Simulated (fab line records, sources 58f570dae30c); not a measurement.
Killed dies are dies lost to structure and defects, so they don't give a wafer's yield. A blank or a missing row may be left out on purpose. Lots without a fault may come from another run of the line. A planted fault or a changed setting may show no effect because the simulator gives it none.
Which tool did it? | flow berkeley_cmos170 | 14 lots, 42 wafers sampled, at 5 steps of a route of 331

WHAT THE GAUGES READ, wafer by wafer
UCB170_PWELL_TW_MEAS_17. Usual: PWELL_TW 382.7, standard deviation 2.8.
lot  | measured    | on            | PWELL_TW                            | flag
L163 | day 3 07:54 | film_metro-02 | 382.0 383.3 383.1                   |
L165 | day 3 17:24 | film_metro-03 | 375.9 377.3 377.8                   |
L167 | day 4 03:44 | film_metro-02 | 384.3 384.9 385.7                   |
L168 | day 4 07:47 | film_metro-02 | 383.9 385.0 385.5                   |
L170 | day 4 10:35 | film_metro-02 | 383.6 384.7 385.8                   |
L171 | day 4 15:03 | film_metro-02 | 385.3 385.0 385.2                   |
L175 | day 5 16:44 | film_metro-02 | 382.4 382.1 381.3                   |
L176 | day 5 17:10 | film_metro-03 | 316.0 314.9 314.5 316.4 315.9 315.0 | OFF
L177 | day 6 04:15 | film_metro-03 | 317.9 317.6 316.6 315.9 315.7 317.2 | OFF
L178 | day 6 07:47 | film_metro-01 | 382.6 384.1 385.2                   |
L180 | day 6 14:15 | film_metro-02 | 384.0 383.8 383.6                   |
L183 | day 7 05:35 | film_metro-01 | 380.0 380.9 380.6                   |
L182 | day 7 05:44 | film_metro-03 | 378.9 379.5 380.8                   |
L185 | day 7 21:38 | film_metro-02 | 388.5 385.5 384.4                   |

UCB170_M1_RS_MEAS_01: measures by four-point-probe. Usual: M1_AL_RS 0.0486 ohm/sq, standard deviation 0.00044.
lot  | measured     | on            | M1_AL_RS (ohm/sq)    | flag
L163 | day 6 20:59  | film_metro-01 | 0.0484 0.0477 0.0485 |
L165 | day 7 10:47  | film_metro-04 | 0.0493 0.0486 0.0491 |
L167 | day 7 18:41  | film_metro-01 | 0.0488 0.0490 0.0488 |
L168 | day 7 19:13  | film_metro-03 | 0.0488 0.0488 0.0486 |
L170 | day 7 19:28  | film_metro-01 | 0.0491 0.0492 0.0489 |
L171 | day 8 12:35  | film_metro-04 | 0.0483 0.0488 0.0482 |
L175 | day 9 14:58  | film_metro-01 | 0.0488 0.0491 0.0484 |
L176 | day 9 15:20  | film_metro-01 | 0.0481 0.0477 0.0481 |
L177 | day 10 06:43 | film_metro-03 | 0.0480 0.0482 0.0482 |
L178 | day 10 15:19 | film_metro-03 | 0.0483 0.0491 0.0485 |
L180 | day 10 19:44 | film_metro-03 | 0.0486 0.0486 0.0486 |
L183 | day 11 03:56 | film_metro-01 | 0.0488 0.0486 0.0486 |
L182 | day 11 03:35 | film_metro-01 | 0.0484 0.0480 0.0487 |
L185 | day 12 04:40 | film_metro-04 | 0.0483 0.0481 0.0475 |

WHICH TOOL RAN EACH LOT (tool, then ch and the chambers of the sampled wafers, then the start)
lot  | UCB170_PWELL_IMPLANT_15        | UCB170_GATE_ETCH_14                | UCB170_CONTACT_ETCH_17
L163 | implanter-01 ch 0, day 3 07:40 | rie_diel-01 ch 0,1,2, day 6 01:46  | rie_diel-03 ch 1,2,3, day 6 20:21
L165 | implanter-01 ch 0, day 3 17:09 | rie_diel-01 ch 0,1,2, day 6 15:28  | rie_diel-03 ch 0,2, day 7 09:28
L167 | implanter-01 ch 0, day 4 03:29 | rie_diel-04 ch 0,1,3, day 6 23:27  | rie_diel-02 ch 0,1,3, day 7 18:02
L168 | implanter-04 ch 0, day 4 07:32 | rie_diel-03 ch 2,3, day 6 23:40    | rie_diel-03 ch 0,2, day 7 18:35
L170 | implanter-02 ch 0, day 4 10:22 | rie_diel-01 ch 2,3, day 6 23:32    | rie_diel-02 ch 1,2,3, day 7 18:49
L171 | implanter-02 ch 0, day 4 14:48 | rie_diel-03 ch 1,2,3, day 7 16:02  | rie_diel-02 ch 0,2,3, day 8 11:58
L175 | implanter-04 ch 0, day 5 16:30 | rie_diel-03 ch 1,3, day 8 18:17    | rie_diel-01 ch 1,2, day 9 14:09
L176 | implanter-02 ch 0, day 5 16:56 | rie_diel-04 ch 1,2,3, day 8 18:32  | rie_diel-03 ch 0,1,2, day 9 14:31
L177 | implanter-02 ch 0, day 6 04:00 | rie_diel-03 ch 0,1,3, day 9 09:04  | rie_diel-03 ch 1,2,3, day 10 06:05
L178 | implanter-04 ch 0, day 6 07:33 | rie_diel-01 ch 0,2, day 9 17:04    | rie_diel-03 ch 0,1,2, day 10 14:40
L180 | implanter-04 ch 0, day 6 14:01 | rie_diel-03 ch 0,3, day 9 20:57    | rie_diel-03 ch 0,1,3, day 10 19:05
L183 | implanter-01 ch 0, day 7 05:16 | rie_diel-03 ch 0,2,3, day 10 06:27 | rie_diel-03 ch 1,2, day 11 03:16
L182 | implanter-04 ch 0, day 7 05:30 | rie_diel-01 ch 1,2,3, day 10 06:21 | rie_diel-02 ch 1,2,3, day 11 02:56
L185 | implanter-04 ch 0, day 7 21:23 | rie_diel-03 ch 1,3, day 11 09:23   | rie_diel-01 ch 1,2,3, day 12 04:01
- UCB170_PWELL_IMPLANT_15
- UCB170_GATE_ETCH_14: etches BARC in N2/H2.
- UCB170_CONTACT_ETCH_17: etches BARC in N2/H2.

WHAT THE TOOLS THEMSELVES READ (means of the sampled wafers that have a number; where no wafer has one, the mark that the record gives instead)
UCB170_PWELL_IMPLANT_15. Usual: dose_ions_cm2 5e+12, standard deviation 6.2e+09; faraday_current_uA 15.8, standard deviation 0.33.
lot  | tool         | dose_ions_cm2 | faraday_current_uA | flag
L163 | implanter-01 | 5e+12         | 15.8               |
L165 | implanter-01 | 5e+12         | 15.8               |
L167 | implanter-01 | 5e+12         | 15.9               |
L168 | implanter-04 | 5e+12         | 15.6               |
L170 | implanter-02 | 5e+12         | 15.6               |
L171 | implanter-02 | 5e+12         | 15.8               |
L175 | implanter-04 | 5e+12         | 15.7               |
L176 | implanter-02 | 3e+12         | 8.8                | OFF
L177 | implanter-02 | 3e+12         | 8.7                | OFF
L178 | implanter-04 | 5e+12         | 15.5               |
L180 | implanter-04 | 5e+12         | 15.7               |
L183 | implanter-01 | 5e+12         | 15.8               |
L182 | implanter-04 | 5e+12         | 15.9               |
L185 | implanter-04 | 5e+12         | 15.7               |

UCB170_GATE_ETCH_14. Usual: drypump_motor_current_A 5.9 A, standard deviation 0.45; h2_flow_sccm 199.9 sccm, standard deviation 0.59; oes_product_au 1.000 a.u., standard deviation 0.015; rf_fwd_power_W 494.8 W, standard deviation 1.9; throttle_valve_pct 13.33 %, standard deviation 0.15.
lot  | tool        | drypump_motor_current_A (A) | h2_flow_sccm (sccm) | oes_product_au (a.u.) | rf_fwd_power_W (W) | throttle_valve_pct (%) | flag
L163 | rie_diel-01 | 6.0                         | 199.8               | 0.996                 | 494.4              | 13.32                  |
L165 | rie_diel-01 | 6.0                         | 199.6               | 0.996                 | 493.7              | 13.32                  |
L167 | rie_diel-04 | 5.9                         | 200.1               | 1.002                 | 493.5              | 13.36                  |
L168 | rie_diel-03 | 5.9                         | 199.6               | 0.999                 | 495.2              | 13.39                  |
L170 | rie_diel-01 | 6.5                         | 200.2               | 1.004                 | 494.4              | 13.27                  |
L171 | rie_diel-03 | 5.6                         | 199.7               | 1.000                 | 496.2              | 13.35                  |
L175 | rie_diel-03 | 5.3                         | 199.7               | 0.998                 | 497.1              | 13.29                  |
L176 | rie_diel-04 | 5.7                         | 199.7               | 0.996                 | 495.0              | 13.21                  |
L177 | rie_diel-03 | 5.5                         | 200.0               | 1.005                 | 494.6              | 13.31                  |
L178 | rie_diel-01 | 6.0                         | 200.2               | 0.978                 | 495.0              | 13.42                  |
L180 | rie_diel-03 | 5.5                         | 199.9               | 0.999                 | 495.3              | 13.24                  |
L183 | rie_diel-03 | 5.8                         | 199.8               | 1.005                 | 495.6              | 13.36                  |
L182 | rie_diel-01 | 6.2                         | 200.4               | 1.010                 | 495.3              | 13.24                  |
L185 | rie_diel-03 | 5.3                         | 200.5               | 0.991                 | 497.5              | 13.24                  |

UCB170_CONTACT_ETCH_17. Usual: drypump_motor_current_A 5.9 A, standard deviation 0.45; h2_flow_sccm 200.1 sccm, standard deviation 0.6; oes_product_au 1.000 a.u., standard deviation 0.017; rf_fwd_power_W 495.0 W, standard deviation 2; throttle_valve_pct 13.31 %, standard deviation 0.15.
lot  | tool        | drypump_motor_current_A (A) | h2_flow_sccm (sccm) | oes_product_au (a.u.) | rf_fwd_power_W (W) | throttle_valve_pct (%) | flag
L163 | rie_diel-03 | 5.6                         | 200.0               | 1.001                 | 496.6              | 13.35                  |
L165 | rie_diel-03 | 6.1                         | 199.7               | 1.015                 | 495.7              | 13.46                  |
L167 | rie_diel-02 | 6.3                         | 200.4               | 0.995                 | 494.2              | 13.12                  |
L168 | rie_diel-03 | 6.1                         | 200.0               | 1.018                 | 495.8              | 13.46                  |
L170 | rie_diel-02 | 6.0                         | 200.2               | 0.976                 | 494.3              | 13.20                  |
L171 | rie_diel-02 | 6.0                         | 199.7               | 0.965                 | 495.0              | 13.25                  |
L175 | rie_diel-01 | 6.0                         | 199.9               | 1.012                 | 494.1              | 13.21                  |
L176 | rie_diel-03 | 5.8                         | 200.3               | 1.005                 | 495.7              | 13.43                  |
L177 | rie_diel-03 | 5.6                         | 200.0               | 0.995                 | 497.2              | 13.36                  |
L178 | rie_diel-03 | 5.7                         | 199.3               | 1.009                 | 498.3              | 13.42                  |
L180 | rie_diel-03 | 5.5                         | 200.3               | 1.007                 | 496.3              | 13.30                  |
L183 | rie_diel-03 | 5.6                         | 199.9               | 0.997                 | 496.2              | 13.41                  |
L182 | rie_diel-02 | 6.0                         | 200.4               | 0.978                 | 494.3              | 13.20                  |
L185 | rie_diel-01 | 6.3                         | 199.7               | 1.010                 | 494.1              | 13.24                  |

THE ANSWER, worked out from the rows above alone
Rule: a lot is off if the mean of its wafers that have a number lies more than 3 standard deviations from the usual mean. A lot without any number at a reading at which 4 lots or more have one is off too. The other lots that the step has rows for count as sound. The gauges are gone through in route order, then the tools' own readings, and for those a lot's mean is taken as printed above. The first step at which some lot is off is used, and at that step the reading that is off furthest; a lot without a number counts as furthest.
Off: L176, L177, at UCB170_PWELL_TW_MEAS_17 (PWELL_TW).
A tool fits if, at a process step before that reading, it ran every lot that is off, and no sound lot after the first of them. The gauges at UCB170_PWELL_TW_MEAS_17 aren't tried: what is off there is off at UCB170_PWELL_IMPLANT_15 too, on other tools, and a gauge's error can't cause that. One fits: implanter-02 at UCB170_PWELL_IMPLANT_15. Its last sound lot is L171 (day 4 14:48), its first lot that is off L176 (day 5 16:56): a fault that began between those two fits.
The tool's own readings at UCB170_PWELL_IMPLANT_15 bear it out: on the lots that are off they differ by more than 5 times the standard deviation of the sound lots' means. dose_ions_cm2 reads 3e+12 there against 5e+12 on the sound lots; faraday_current_uA reads 8.8 there against 15.7 on the sound lots.

WHAT THE SIMULATOR HAD PUT IN
Process parameter drift: implanter-02, from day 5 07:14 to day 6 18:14, at UCB170_PWELL_IMPLANT_15. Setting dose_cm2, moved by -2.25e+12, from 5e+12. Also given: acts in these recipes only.
Lots struck among those shown: L176, L177. The rule above found the same.
